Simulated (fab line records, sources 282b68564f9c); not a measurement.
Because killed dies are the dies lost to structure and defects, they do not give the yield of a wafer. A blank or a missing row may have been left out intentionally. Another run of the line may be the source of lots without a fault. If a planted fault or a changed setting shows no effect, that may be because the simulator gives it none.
Comparing a struck lot with a sound one | flow ritCmos | 22 steps out of a route of 202
Sound: these wafers, L713.1, L713.3, L713.5. Wafers struck: L729.1, L729.2, L729.5. The cause is given at the end.
At each step with rows: each side's tool, then ch and its chambers, then its first start. Under that, the readings that differ: sound wafers | struck wafers | difference of the means | sigmas: that difference in standard deviations of wafers without a fault.
alike: same words and numbers on both sides, and readings whose means sit less than 2 such deviations apart. not compared: any withheld reading, any reading some wafer has no value for, any bound like >300 that may hide the same value, and any number with overlapping values for which the record gives no deviation.
A row with sigmas, a row that says differs or no value, or rows on one side alone: a step with any of these is where the two part. Numbers that have no deviation but don't overlap get no sigmas and don't part them. A reading missing from all wafers of one side parts the sides only when that side holds two or more wafers.

first, 2 steps without rows for these wafers: RIT_NSD_HARDBAKE_07 (time 60 s); RIT_NSD_IMPLANT_08.
RIT_NSD_STRIP_09: strips in O2, time 180 s.
  sound on plasmaAsher-04 ch 0,1, day 3 07:16; struck on plasmaAsher-01 ch 0,1, day 7 03:43
reading                  | sound       | struck      | difference | sigmas
drypumpMotorCurrentA (A) | 6.7 6.3 6.3 | 5.6 5.7 5.7 | -0.8       | -2
  alike: rfReflPowerW
  not compared: rfHoursCounterH
RIT_NSD_TW_MEAS_10:
  sound on filmMetro-02, day 3 07:26; struck on filmMetro-01, day 7 03:53
  alike: NSD_TW
then, 6 steps without rows for these wafers: RIT_PSD_HMDS_00 (prime time 60 s); RIT_PSD_COAT_01 (resist thk 1000 nm); RIT_PSD_SOFTBAKE_02 (time 60 s); RIT_PSD_EXPOSE_03 (exposes mask M10, target cd 40900 nm); RIT_PSD_PEB_04; RIT_PSD_DEVELOP_05 (develop time 50 s).
RIT_PSD_OVL_MEAS_06:
  sound on overlay-02, day 3 08:21; struck on overlay-02, day 7 04:48
  alike: PSD_OVL
then, 1 step without rows for these wafers: RIT_PSD_HARDBAKE_07 (time 60 s).
RIT_PSD_IMPLANT_08:
  sound on implanter-01 ch 0, day 3 08:32; struck on implanter-04 ch 0, day 7 04:59
reading                  | sound                | struck               | difference | sigmas
beamEnergyKeV            | 27.004 26.996 26.979 | 25.116 25.117 25.112 | -1.878     | -99 or more
model.implant.rpNm (nm)  | 20.9 20.9 20.9       | 19.87 19.87 19.87    | -1.03      | 
model.implant.drpNm (nm) | 12.05 12.05 12.05    | 11.45 11.45 11.45    | -0.60      | 
  alike: tiltDeg
RIT_PSD_STRIP_09: strips in O2, time 180 s.
  sound on plasmaAsher-02 ch 1, day 3 08:41; struck on plasmaAsher-03 ch 0,1, day 7 05:08
reading                  | sound          | struck         | difference | sigmas
drypumpMotorCurrentA (A) | 5.28 5.26 5.26 | 6.02 5.68 6.00 | +0.63      | +2
  alike: rfReflPowerW
  not compared: rfHoursCounterH
RIT_PSD_TW_MEAS_10:
  sound on filmMetro-01, day 3 08:52; struck on filmMetro-01, day 7 05:19
reading | sound          | struck         | difference | sigmas
PSD_TW  | 3408 3408 3397 | 3325 3326 3327 | -78        | -3
then, 3 steps without rows for these wafers: RIT_SDANNEAL_CLEAN_00 (cleans in SC1, time 600 s); RIT_SDANNEAL_CLEAN_01 (cleans in dHF, time 30 s); RIT_SDANNEAL_CLEAN_02 (cleans in SC2, time 600 s).
RIT_SDANNEAL_RTA_03: time 5 s.
  sound on rtpAnneal-02 ch 0, day 3 09:17; struck on rtpAnneal-01 ch 0, day 7 05:45
  alike: wafer_temp_C_max
RIT_SDANNEAL_RS_MEAS_04: uses a four-point probe to measure.
  sound on filmMetro-03, day 3 09:20; struck on filmMetro-01, day 7 06:10
reading         | sound                | struck               | difference | sigmas
PSD_RS (ohm/sq) | 115.48 115.53 115.53 | 120.56 120.58 120.65 | +5.08      | +18
  not compared: hold
RIT_SDANNEAL_RS_MEAS_05: uses a four-point probe to measure.
  sound on filmMetro-03, day 3 09:28; struck on filmMetro-01, day 7 10:22
reading | sound | struck                                                                  | difference                   | sigmas
hold    | - - - | awaitDispo/4.1h/release awaitDispo/4.1h/release awaitDispo/4.1h/release | no value on the sound wafers | 
  alike: NSD_RS
RIT_M1_PROBE_99:
  sound on prober-01, day 3 16:35; struck on prober-02, day 7 18:36
  alike: killedAtFrontEnd, killedDies, killedOnRim, killedOpen, killedShort

== WHERE THEY PART ==
Last at RIT_SDANNEAL_RS_MEAS_05 as far as this record goes, first at RIT_NSD_STRIP_09. Later steps at which nothing parts them and some readings are alike: RIT_M1_PROBE_99.

WHY: the cause the simulator had injected
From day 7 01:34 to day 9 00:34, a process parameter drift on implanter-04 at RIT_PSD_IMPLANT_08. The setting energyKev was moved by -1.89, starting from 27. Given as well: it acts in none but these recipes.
